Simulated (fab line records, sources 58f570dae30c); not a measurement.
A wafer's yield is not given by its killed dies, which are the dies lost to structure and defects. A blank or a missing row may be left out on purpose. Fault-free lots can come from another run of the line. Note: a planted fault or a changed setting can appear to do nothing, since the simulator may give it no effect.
Code-filled problem report in 8D (eight disciplines) form || flow berkeley_cmos170 || the parts of the form that need people (team, actions taken, sign-off) are left out

## 1. PROBLEM STATEMENT
Mean PSD_RS at UCB170_SDANNEAL_RS_MEAS_02: 73.8 ohm/sq over 6 wafers in 2 lots; fault-free wafers: 75.5 ohm/sq, standard deviation 0.31. Relative to the usual mean, that is a shift of -5.6 standard deviations.
The step: measures by four-point-probe.
First observed at day 8 22:57: wafer L516.2, on film_metro-03. At this step, 42 wafers from 14 lots have a number in the record. The rule behind "out" and "out of limits": a value lying over 4 standard deviations away from the usual mean. The rest of the wafers with a number are treated as sound.

## 2. WHAT IT IS, AND WHAT IT ISN'T
{"question": "which readings at this step", "is": "PSD_RS", "is not": "-"}
{"question": "which lots", "is": "L515, L516", "is not": "L510, L511, L512, L513, L526, L527, L528, L529, L530, L531, L532, L533"}
{"question": "which wafers of those lots", "is": "all that have a number", "is not": "-"}
{"question": "read on which gauges", "is": "film_metro-01, film_metro-03", "is not": "film_metro-04"}
{"question": "when", "is": "from day 8 22:57", "is not": "up to then (12 sound wafers); but 24 sound wafers of L526, L527, L528, L529, L530, L531, L532, L533 came after"}

## 3. THE SUSPECTS, EACH WITH WHAT RULES IT OUT
Counting: a tool at a process step up to the reading stays a suspect if it ran every lot that is out and no sound lot after the first of them.
- the gauge at UCB170_SDANNEAL_RS_MEAS_02 is ruled out. Those wafers that are out were read across 2 gauges (film_metro-01, film_metro-03).
- rtp_anneal-01 at UCB170_SDANNEAL_RTA_01 (time 5 s): ruled out as a lasting fault. Sound lots L527, L530, L532 ran on it after its first lot that is out, L516 (day 8 22:53).
Left after counting: nothing in the record.

## 4. THE CAUSE (what the simulator had put in)
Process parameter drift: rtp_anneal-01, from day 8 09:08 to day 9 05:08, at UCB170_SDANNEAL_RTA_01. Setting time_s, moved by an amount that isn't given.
Counting ruled it out, wrongly: the rule takes a fault to strike every lot that its tool runs from its start on, and this one did not.

## 5. THE EFFECT CHAIN, in route order
Each row: a reading whose mean over the struck wafers that have a number lies more than 3 standard deviations from the usual. Scope: only readings with a usual standard deviation given in the record; hours: median across lots of the time from each lot's start at the first step in this table that gives one to its start at this step; sigmas: change in usual standard deviations.
{"hours": 0, "step": "UCB170_SDANNEAL_RS_MEAS_02", "reading": "PSD_RS", "usual": "75.5 ohm/sq", "on struck wafers": 73.8, "change": -1.7, "sigmas": -5.6}
{"hours": 0, "step": "UCB170_SDANNEAL_RS_MEAS_03", "reading": "NSD_RS", "usual": "37.26 ohm/sq", "on struck wafers": 36.98, "change": -0.28, "sigmas": -3.2}

## 6. WHAT WOULD HAVE CAUGHT IT SOONER
14 hours passed between the start of the fault at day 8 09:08 and the first reading out of limits at a measuring or inspecting step in this record, taken at day 8 22:57.
Of the tool readings at UCB170_SDANNEAL_RTA_01 for which the record gives a usual standard deviation, none was out on any struck wafer, so an alarm limit of 4 standard deviations on them would not have fired.
